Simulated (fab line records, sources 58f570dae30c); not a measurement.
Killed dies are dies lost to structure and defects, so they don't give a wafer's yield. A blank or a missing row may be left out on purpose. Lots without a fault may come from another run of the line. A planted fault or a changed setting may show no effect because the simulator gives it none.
fab line records | flow berkeley_cmos170 | part 1 of 2: steps 1 to 29 of 39
record lots=5 wafers=15 last_day=13
route steps=331 shown PWELL@40 WELLDRIVE@55 ACTIVE@60
lots that met no fault: from a run of the same line without faults
start_h: hours from the record's first day to the start of the lot's first wafer shown | wait_h: hours since the lot's step before | " the same as in the row above | L1.1+2: a row that stands for several wafers | - no value, or no start given | * or withheld: withheld | < > ~ a bound
route shown NAME@n: a module of which the file shows steps, and the number in the route of the first | usual: mean/standard deviation of fault-free wafers | same: alike in all rows | chamber/n: place in a boat | sites: the reading at each site | _std_site: their standard deviation | _edge_site: outer sites' mean less inner sites' | radius_mm: how far each site lies from the wafer's centre | mask NAME#n: copy n | behind: the tool/chamber that last shaped the wafer | hold: why the lot was held/for how many hours/how that ended | device: the transistor (n, p or np) that didn't switch | end of line: the same wafers' tests at the end of the route | a step without rows: its recipe alone | killed: dies lost to structure and defects at the first sort, not the wafer's yield | map: a wafer's dies, x killed, . not, _ none there
set.NAME: the setting as run; set.NAME@STEP: as run at that earlier step | model.NAME: the simulator's own value behind a step, which no gauge read
lots at some steps of the route; a table a step, a row a wafer
services: from which hour (start_h, from the record's first day; less than 0 if before it) a tool's chamber was out of use, for how many hours, and why
## steps
# step UCB170_PWELL_THK_MEAS_06
# recipe reads=Si3N4_of_PWELL_CVD_05
# usual PWELL_NITRIDE_THK=221.3/2
# columns lot.wafer tool chamber start_h wait_h PWELL_NITRIDE_THK[nm]
L076.2 film_metro-02 - 62.91 0.0 223.4
L076.3 " - " " 223.1
L076.6 " - " " 221.2
L081.1 film_metro-03 - 91.15 0.0 220.0
L081.2 " - " " 222.3
L081.4 " - " " 222.2
L086.2 film_metro-01 - 110.99 0.0 224.0
L086.4 " - " " 224.5
L086.5 " - " " 223.6
L090.1 film_metro-02 - 143.85 0.0 220.2
L090.5 " - " " 220.7
L090.6 " - " " 221.3
L093.2 film_metro-03 - 160.21 0.0 220.2
L093.3 " - " " 222.1
L093.6 " - " " 220.4
# step UCB170_PWELL_HMDS_07
# recipe prime_time_s=60 prime_temp_c=100
# columns lot.wafer tool chamber start_h wait_h
L076.2+3+6 litho_track-03 0 63.09 0.2
L081.1+2+4 litho_track-01 0 91.43 0.3
L086.2+4+5 litho_track-04 0 111.19 0.2
L090.1+5+6 litho_track-04 0 143.91 0.1
L093.2+3+6 litho_track-01 0 160.33 0.1
# step UCB170_PWELL_COAT_08
# recipe resist=KrF spin_rpm=1500 resist_thk_nm=900
# columns lot.wafer tool chamber start_h wait_h
L076.2+3+6 litho_track-03 0 63.24 0.1
L081.1+2+4 litho_track-01 0 91.58 0.1
L086.2+4+5 litho_track-04 0 111.34 0.1
L090.1+5+6 litho_track-04 0 144.06 0.1
L093.2+3+6 litho_track-01 0 160.48 0.1
# step UCB170_PWELL_SOFTBAKE_09
# recipe resist=KrF temp_c=130 time_s=60
# usual heater_power_total_W=56.80/0.05
# columns lot.wafer tool chamber start_h wait_h heater_power_total_W
L076.2 litho_track-03 0 63.39 0.1 56.75
L076.3 " 0 " " 56.85
L076.6 " 0 " " 56.81
L081.1 litho_track-01 0 91.73 0.1 56.83
L081.2 " 0 " " 56.80
L081.4 " 0 " " 56.77
L086.2 litho_track-04 0 111.49 0.1 56.87
L086.4 " 0 " " 56.83
L086.5 " 0 " " 56.79
L090.1 litho_track-04 0 144.21 0.1 56.81
L090.5 " 0 " " 56.78
L090.6 " 0 " " 56.72
L093.2 litho_track-01 0 160.63 0.1 56.75
L093.3 " 0 " " 56.80
L093.6 " 0 " " 56.84
# step UCB170_PWELL_EXPOSE_10
# recipe mask_id=PWELL target_cd_nm=3000 na=0.5 sigma_outer=0.6 source_shape=conventional dose_mj=19
# columns lot.wafer tool chamber start_h wait_h mask
L076.2+3+6 krf_scanner-02 0 63.80 0.4 PWELL#0
L081.1+2+4 krf_scanner-02 0 92.01 0.2 PWELL#0
L086.2+4+5 krf_scanner-01 0 111.63 0.1 PWELL#0
L090.1+5+6 krf_scanner-02 0 144.36 0.1 PWELL#0
L093.2+3+6 krf_scanner-02 0 161.17 0.5 PWELL#0
# step UCB170_PWELL_PEB_11
# recipe peb_temp_c=130 peb_time_s=withheld resist=KrF
# usual heater_power_total_W=56.81/0.049
# columns lot.wafer tool chamber start_h wait_h heater_power_total_W
L076.2 litho_track-03 0 63.95 0.1 56.75
L076.3 " 0 " " 56.82
L076.6 " 0 " " 56.80
L081.1 litho_track-04 0 92.21 0.2 56.81
L081.2 " 0 " " 56.83
L081.4 " 0 " " 56.76
L086.2 litho_track-04 0 111.92 0.3 56.83
L086.4 " 0 " " 56.82
L086.5 " 0 " " 56.80
L090.1 litho_track-03 0 144.48 0.1 56.87
L090.5 " 0 " " 56.84
L090.6 " 0 " " 56.90
L093.2 litho_track-03 0 161.29 0.1 56.87
L093.3 " 0 " " 56.79
L093.6 " 0 " " 56.74
# step UCB170_PWELL_DEVELOP_12
# recipe developer=TMAH develop_time_s=45 resist=KrF dev_temp_c=21
# columns lot.wafer tool chamber start_h wait_h
L076.2+3+6 litho_track-03 0 - -
L081.1+2+4 litho_track-04 0 - -
L086.2+4+5 litho_track-04 0 - -
L090.1+5+6 litho_track-03 0 - -
L093.2+3+6 litho_track-03 0 - -
# step UCB170_PWELL_OVL_MEAS_13
# usual PWELL_OVL=-1/5.1
# columns lot.wafer tool chamber start_h wait_h PWELL_OVL[nm]
L076.2 overlay-02 - 64.21 - -3
L076.3 " - " " -4
L076.6 " - " " -4
L081.1 overlay-02 - 92.49 - 4
L081.2 " - " " 8
L081.4 " - " " 4
L086.2 overlay-02 - 112.17 - -1
L086.4 " - " " -8
L086.5 " - " " 4
L090.1 overlay-02 - 144.75 - 1
L090.5 " - " " 2
L090.6 " - " " 3
L093.2 overlay-01 - 161.55 - -7
L093.3 " - " " -6
L093.6 " - " " 0
# step UCB170_PWELL_ETCH_14
# recipe chemistry=CH3F/Ar/O2 target=Si3N4 stop_on=SiO2 CH3F_flow_sccm=20 Ar_flow_sccm=50 O2_flow_sccm=7 pressure_mtorr=50 rf_w=450 target_depth_a=2420 over_etch_frac=0.1 time_s=151
# usual chamber_pressure_mTorr=50.01/0.044 drypump_motor_current_A=5.8/0.43 oes_product_au=0.942/0.014 throttle_valve_pct=8.08/0.13
# columns lot.wafer tool chamber start_h wait_h chamber_pressure_mTorr drypump_motor_current_A oes_product_au rf_hours_counter_h throttle_valve_pct
L076.2 rie_diel-03 1 64.24 0.0 50.03 6.0 0.943 10 7.98
L076.3 " 3 " " 50.01 5.6 0.946 157 8.17
L076.6 " 3 " " 50.01 5.6 0.938 - 8.18
L081.1 rie_diel-04 2 92.52 0.0 49.99 5.5 0.935 3 8.04
L081.2 " 0 " " 50.00 5.9 0.954 56 7.83
L081.4 " 1 " " 49.98 5.8 0.916 23 8.02
L086.2 rie_diel-04 1 112.20 0.0 49.97 5.8 0.931 24 8.02
L086.4 " 2 " " 49.95 5.5 0.951 - 8.03
L086.5 " 3 " " 50.07 6.0 0.952 - 8.25
L090.1 rie_diel-03 1 144.79 0.0 49.97 6.0 0.938 14 7.95
L090.5 " 1 " " 50.08 6.0 0.942 - 7.97
L090.6 " 2 " " 49.92 6.5 0.938 - 8.21
L093.2 rie_diel-04 3 161.58 0.0 49.97 5.9 0.937 10 8.24
L093.3 " 0 " " 50.01 5.9 0.955 58 7.81
L093.6 " 3 " " 49.93 5.9 0.933 - 8.25
# step UCB170_PWELL_IMPLANT_15
# recipe species=B dose_cm2=5e+12 energy_kev=60 tilt_deg=7
# same implant_ion_amu=11
# columns lot.wafer tool chamber start_h wait_h
L076.2+3+6 implanter-04 0 64.36 0.1
L081.1+2+4 implanter-03 0 92.62 0.1
L086.2+4+5 implanter-01 0 112.33 0.1
L090.1+5+6 implanter-01 0 144.89 0.1
L093.2+3+6 implanter-04 0 161.70 0.1
# step UCB170_PWELL_STRIP_16
# recipe chemistry=O2 power_w=400 pressure_mtorr=3500 platen_temp_c=withheld o2_flow_sccm=400 overash_fraction=0.5
# usual chamber_pressure_mTorr=3500/3.1 drypump_motor_current_A=5.8/0.41 o2_flow_sccm=400.0/1.3 oes_product_au=0.720/0.0048 strip_time_to_endpoint_s=18.09/0.081
# columns lot.wafer tool chamber start_h wait_h chamber_pressure_mTorr drypump_motor_current_A o2_flow_sccm oes_product_au rf_hours_counter_h strip_time_to_endpoint_s
L076.2 plasma_asher-01 0 64.49 0.1 3500 6.2 399.4 0.720 32 18.09
L076.3 " 1 " " 3495 6.2 399.4 0.725 - 18.10
L076.6 " 1 " " 3496 6.2 398.4 0.717 - 18.08
L081.1 plasma_asher-04 1 92.77 0.1 3497 5.2 402.4 0.724 31 18.11
L081.2 " 0 " " 3502 5.9 397.6 0.720 31 18.14
L081.4 " 0 " " 3496 5.9 398.8 0.718 - 18.20
L086.2 plasma_asher-01 1 112.45 0.1 3502 6.2 399.4 0.712 38 18.22
L086.4 " 0 " " 3501 6.3 400.0 0.714 - 17.98
L086.5 " 0 " " 3503 6.3 400.0 0.710 - 17.99
L090.1 plasma_asher-01 0 145.04 0.1 3502 6.2 399.1 0.727 42 18.12
L090.5 " 0 " " 3501 6.3 400.8 0.725 - 18.06
L090.6 " 1 " " 3502 6.2 401.4 0.709 - 18.25
L093.2 plasma_asher-01 1 161.83 0.1 3501 6.2 398.2 0.725 42 18.07
L093.3 " 0 " " 3497 6.3 400.0 0.723 - 18.04
L093.6 " 1 " " 3497 6.2 400.7 0.721 - 18.09
# step UCB170_PWELL_TW_MEAS_17
# usual PWELL_TW=377/3.1
# columns lot.wafer tool chamber start_h wait_h PWELL_TW
L076.2 film_metro-01 - 64.60 0.1 377
L076.3 " - " " 378
L076.6 " - " " 377
L081.1 film_metro-02 - 92.87 0.1 378
L081.2 " - " " 376
L081.4 " - " " 375
L086.2 film_metro-03 - 112.56 0.1 383
L086.4 " - " " 381
L086.5 " - " " 382
L090.1 film_metro-03 - 145.14 0.1 380
L090.5 " - " " 380
L090.6 " - " " 378
L093.2 film_metro-02 - 161.94 0.1 375
L093.3 " - " " 372
L093.6 " - " " 375
# step UCB170_PWELL_CLEAN_18
# recipe chemistry=SPM temp_c=120 time_s=600
# usual bath_guard_temp_C=119.9/0.38
# columns lot.wafer tool chamber start_h wait_h bath_guard_temp_C
L076.2 wet_bench-02 3 66.69 2.1 120.2
L076.3 " 3 " " 120.2
L076.6 " 3 " " 120.4
L081.1 wet_bench-01 3 93.20 0.3 119.7
L081.2 " 3 " " 119.8
L081.4 " 3 " " 120.2
L086.2 wet_bench-01 1 112.61 0.0 120.1
L086.4 " 1 " " 119.9
L086.5 " 1 " " 120.1
L090.1 wet_bench-03 1 145.47 0.3 119.7
L090.5 " 1 " " 119.7
L090.6 " 1 " " 120.0
L093.2 wet_bench-03 1 161.99 0.0 119.7
L093.3 " 1 " " 119.7
L093.6 " 1 " " 119.7
# step UCB170_PWELL_WET_ETCH_19
# recipe chemistry=H3PO4 target=Si3N4 temp_c=160 time_s=14400
# usual bath_guard_temp_C=159.8/0.38
# columns lot.wafer tool chamber start_h wait_h bath_guard_temp_C
L076.2 wet_bench-02 3 67.12 0.3 160.2
L076.3 " 3 " " 160.4
L076.6 " 3 " " 160.1
L081.1 wet_bench-01 3 93.72 0.3 159.8
L081.2 " 3 " " 159.7
L081.4 " 3 " " 159.9
L086.2 wet_bench-01 2 112.79 0.0 159.6
L086.4 " 2 " " 159.2
L086.5 " 2 " " 159.8
L090.1 wet_bench-02 2 145.66 0.0 159.4
L090.5 " 2 " " 159.3
L090.6 " 2 " " 159.3
L093.2 wet_bench-01 3 162.16 0.0 160.1
L093.3 " 3 " " 159.8
L093.6 " 3 " " 160.1
# step UCB170_PWELL_WET_ETCH_20
# recipe chemistry=BOE dilution=5:1 target=SiO2 temp_c=25 time_s=22
# columns lot.wafer tool chamber start_h wait_h
L076.2+3+6 wet_bench-03 3 71.12 0.0
L081.1+2+4 wet_bench-02 3 97.78 0.1
L086.2+4+5 wet_bench-01 2 116.84 0.0
L090.1+5+6 wet_bench-03 2 149.67 0.0
L093.2+3+6 wet_bench-01 0 166.19 0.0
# step UCB170_WELLDRIVE_CLEAN_00
# recipe chemistry=SPM temp_c=120 time_s=600
# usual bath_guard_temp_C=119.8/0.4
# columns lot.wafer tool chamber start_h wait_h bath_guard_temp_C
L076.2 wet_bench-01 0 71.14 0.0 119.4
L076.3 " 0 " " 119.3
L076.6 " 0 " " 119.1
L081.1 wet_bench-02 1 97.80 0.0 120.3
L081.2 " 1 " " 120.4
L081.4 " 1 " " 120.4
L086.2 wet_bench-01 0 117.03 0.2 119.1
L086.4 " 0 " " 119.4
L086.5 " 0 " " 119.1
L090.1 wet_bench-01 2 149.69 0.0 119.8
L090.5 " 2 " " 119.5
L090.6 " 2 " " 119.7
L093.2 wet_bench-01 2 166.21 0.0 119.8
L093.3 " 2 " " 119.4
L093.6 " 2 " " 119.8
# step UCB170_WELLDRIVE_OXIDATION_01
# recipe temp_c=1100 ambient=O2 target_thk_a=1990 ox_time_s=9000
# usual zone_power_centre_pct=50/3.5
# columns lot.wafer tool chamber start_h wait_h zone_power_centre_pct
L076.2 furnace-04 0 74.50 3.2 46
L076.3 " 0 " " 46
L076.6 " 0 " " 46
L081.1 furnace-02 0 103.47 5.5 53
L081.2 " 0 " " 54
L081.4 " 0 " " 54
L086.2 furnace-02 0 124.04 6.8 53
L086.4 " 0 " " 54
L086.5 " 0 " " 53
L090.1 furnace-01 0 155.64 5.8 53
L090.5 " 0 " " 52
L090.6 " 0 " " 54
L093.2 furnace-04 0 172.49 6.1 47
L093.3 " 0 " " 47
L093.6 " 0 " " 46
# step UCB170_WELLDRIVE_THK_MEAS_02
# recipe reads=SiO2_of_WELLDRIVE_OXIDATION_01
# usual WELLDRIVE_OXIDE_THK=199/4.5
# columns lot.wafer tool chamber start_h wait_h WELLDRIVE_OXIDE_THK[nm]
L076.2 film_metro-04 - 78.04 0.0 205
L076.3 " - " " 204
L076.6 " - " " 208
L081.1 film_metro-01 - 106.97 0.0 196
L081.2 " - " " 198
L081.4 " - " " 196
L086.2 film_metro-02 - 127.55 0.0 195
L086.4 " - " " 199
L086.5 " - " " 202
L090.1 film_metro-01 - 159.14 0.0 194
L090.5 " - " " 195
L090.6 " - " " 194
L093.2 film_metro-04 - 176.00 0.0 201
L093.3 " - " " 203
L093.6 " - " " 200
# step UCB170_WELLDRIVE_ANNEAL_03
# recipe temp_c=1100 time_s=900 ambient=N2
# usual zone_power_centre_pct=51/3.2
# columns lot.wafer tool chamber start_h wait_h zone_power_centre_pct
L076.2 furnace-01 0 79.47 1.4 53
L076.3 " 0 " " 52
L076.6 " 0 " " 53
L081.1 furnace-02 0 115.11 8.1 54
L081.2 " 0 " " 53
L081.4 " 0 " " 53
L086.2 furnace-01 0 133.94 6.4 54
L086.4 " 0 " " 52
L086.5 " 0 " " 53
L090.1 furnace-02 0 163.73 4.6 54
L090.5 " 0 " " 53
L090.6 " 0 " " 53
L093.2 furnace-01 0 181.12 5.1 53
L093.3 " 0 " " 53
L093.6 " 0 " " 54
# step UCB170_WELLDRIVE_WET_ETCH_04
# recipe chemistry=BOE dilution=5:1 target=SiO2 temp_c=25 time_s=120
# columns lot.wafer tool chamber start_h wait_h
L076.2+3+6 wet_bench-01 2 80.87 0.2
L081.1+2+4 wet_bench-01 2 116.79 0.4
L086.2+4+5 wet_bench-02 1 135.19 0.0
L090.1+5+6 wet_bench-03 0 164.99 0.0
L093.2+3+6 wet_bench-03 1 183.65 1.3
# step UCB170_ACTIVE_CLEAN_00
# recipe chemistry=SPM temp_c=120 time_s=600
# usual bath_guard_temp_C=119.8/0.4
# columns lot.wafer tool chamber start_h wait_h bath_guard_temp_C
L076.2 wet_bench-02 3 80.92 0.0 120.1
L076.3 " 3 " " 120.3
L076.6 " 3 " " 120.0
L081.1 wet_bench-01 3 116.85 0.0 119.7
L081.2 " 3 " " 119.7
L081.4 " 3 " " 120.1
L086.2 wet_bench-02 1 135.23 0.0 119.9
L086.4 " 1 " " 119.9
L086.5 " 1 " " 119.8
L090.1 wet_bench-03 2 165.03 0.0 119.6
L090.5 " 2 " " 119.8
L090.6 " 2 " " 120.2
L093.2 wet_bench-03 3 183.90 0.2 120.3
L093.3 " 3 " " 120.3
L093.6 " 3 " " 120.2
# step UCB170_ACTIVE_CLEAN_01
# recipe chemistry=dHF dilution=25:1 time_s=60
# columns lot.wafer tool chamber start_h wait_h
L076.2+3+6 wet_bench-02 0 81.11 0.0
L081.1+2+4 wet_bench-01 3 117.20 0.2
L086.2+4+5 wet_bench-02 3 135.47 0.1
L090.1+5+6 wet_bench-03 0 165.38 0.2
L093.2+3+6 wet_bench-03 0 184.28 0.2
# step UCB170_ACTIVE_OXIDATION_02
# recipe temp_c=1000 ambient=O2 target_thk_a=264 ox_time_s=1260
# usual zone_power_centre_pct=46.3/2.3
# columns lot.wafer tool chamber start_h wait_h zone_power_centre_pct
L076.2 furnace-01 0 85.07 3.9 47.8
L076.3 " 0 " " 46.8
L076.6 " 0 " " 47.3
L081.1 furnace-01 0 125.49 8.3 46.6
L081.2 " 0 " " 47.8
L081.4 " 0 " " 47.9
L086.2 furnace-01 0 140.64 5.1 47.1
L086.4 " 0 " " 46.7
L086.5 " 0 " " 46.9
L090.1 furnace-04 0 169.64 4.2 40.9
L090.5 " 0 " " 41.3
L090.6 " 0 " " 40.8
L093.2 furnace-01 0 189.96 5.6 47.0
L093.3 " 0 " " 46.9
L093.6 " 0 " " 47.3
# step UCB170_ACTIVE_THK_MEAS_03
# recipe reads=SiO2_of_ACTIVE_OXIDATION_02
# usual ACTIVE_OXIDE_THK=26.2/0.58
# columns lot.wafer tool chamber start_h wait_h ACTIVE_OXIDE_THK[nm]
L076.2 film_metro-03 - 86.43 0.0 26.2
L076.3 " - " " 26.3
L076.6 " - " " 26.3
L081.1 film_metro-03 - 126.84 0.0 26.1
L081.2 " - " " 26.0
L081.4 " - " " 26.1
L086.2 film_metro-02 - 142.00 0.0 26.0
L086.4 " - " " 25.9
L086.5 " - " " 25.7
L090.1 film_metro-03 - 170.99 0.0 26.5
L090.5 " - " " 26.1
L090.6 " - " " 26.7
L093.2 film_metro-04 - 191.38 0.1 26.8
L093.3 " - " " 26.6
L093.6 " - " " 26.9
# step UCB170_ACTIVE_ANNEAL_04
# recipe temp_c=1000 time_s=900 ambient=N2
# usual zone_power_centre_pct=44/3.1
# columns lot.wafer tool chamber start_h wait_h zone_power_centre_pct
L076.2 furnace-04 0 86.74 0.3 42
L076.3 " 0 " " 41
L076.6 " 0 " " 41
L081.1 furnace-04 0 133.34 6.5 41
L081.2 " 0 " " 42
L081.4 " 0 " " 42
L086.2 furnace-04 0 147.52 5.5 42
L086.4 " 0 " " 41
L086.5 " 0 " " 41
L090.1 furnace-04 0 177.24 6.2 41
L090.5 " 0 " " 41
L090.6 " 0 " " 41
L093.2 furnace-04 0 198.20 6.8 41
L093.3 " 0 " " 41
L093.6 " 0 " " 42
# step UCB170_ACTIVE_CVD_05
# recipe material=Si3N4 target_thk_nm=220 temp_c=800 precursor=SiH2Cl2/NH3 time_s=3300 pressure_mtorr=200 sih2cl2_flow_sccm=25 nh3_flow_sccm=75
# usual zone_power_centre_pct=39.4/1.7
# columns lot.wafer tool chamber start_h wait_h zone_power_centre_pct
L076.2 lpcvd-02 1 87.99 0.0 38.7
L076.3 " 1 " " 38.1
L076.6 " 1 " " 38.8
L081.1 lpcvd-01 0 134.59 0.0 40.9
L081.2 " 0 " " 40.1
L081.4 " 0 " " 41.0
L086.2 lpcvd-02 1 148.77 0.0 38.3
L086.4 " 1 " " 38.7
L086.5 " 1 " " 38.6
L090.1 lpcvd-01 0 178.49 0.0 40.8
L090.5 " 0 " " 40.6
L090.6 " 0 " " 40.9
L093.2 lpcvd-01 0 199.45 0.0 39.8
L093.3 " 0 " " 40.5
L093.6 " 0 " " 41.0
# step UCB170_ACTIVE_THK_MEAS_06
# recipe reads=Si3N4_of_ACTIVE_CVD_05
# usual ACTIVE_NITRIDE_THK=220.8/2.2
# columns lot.wafer tool chamber start_h wait_h ACTIVE_NITRIDE_THK[nm]
L076.2 film_metro-04 - 90.99 0.1 223.0
L076.3 " - " " 223.0
L076.6 " - " " 223.7
L081.1 film_metro-03 - 136.50 0.0 220.4
L081.2 " - " " 217.9
L081.4 " - " " 217.1
L086.2 film_metro-04 - 150.72 0.0 223.6
L086.4 " - " " 223.0
L086.5 " - " " 223.1
L090.1 film_metro-03 - 180.40 0.0 220.9
L090.5 " - " " 219.6
L090.6 " - " " 218.7
L093.2 film_metro-02 - 201.38 0.0 222.8
L093.3 " - " " 224.1
L093.6 " - " " 222.9
# step UCB170_ACTIVE_HMDS_07
# recipe prime_time_s=60 prime_temp_c=100
# columns lot.wafer tool chamber start_h wait_h
L076.2+3+6 litho_track-03 0 91.17 0.2
L081.1+2+4 litho_track-04 0 136.56 0.1
L086.2+4+5 litho_track-04 0 150.80 0.1
L090.1+5+6 litho_track-03 0 180.46 0.1
L093.2+3+6 litho_track-03 0 201.60 0.2
# step UCB170_ACTIVE_COAT_08
# recipe resist=KrF spin_rpm=1500 resist_thk_nm=900
# columns lot.wafer tool chamber start_h wait_h
L076.2+3+6 litho_track-03 0 91.32 0.1
L081.1+2+4 litho_track-04 0 136.71 0.1
L086.2+4+5 litho_track-04 0 150.95 0.1
L090.1+5+6 litho_track-03 0 180.61 0.1
L093.2+3+6 litho_track-03 0 201.75 0.1
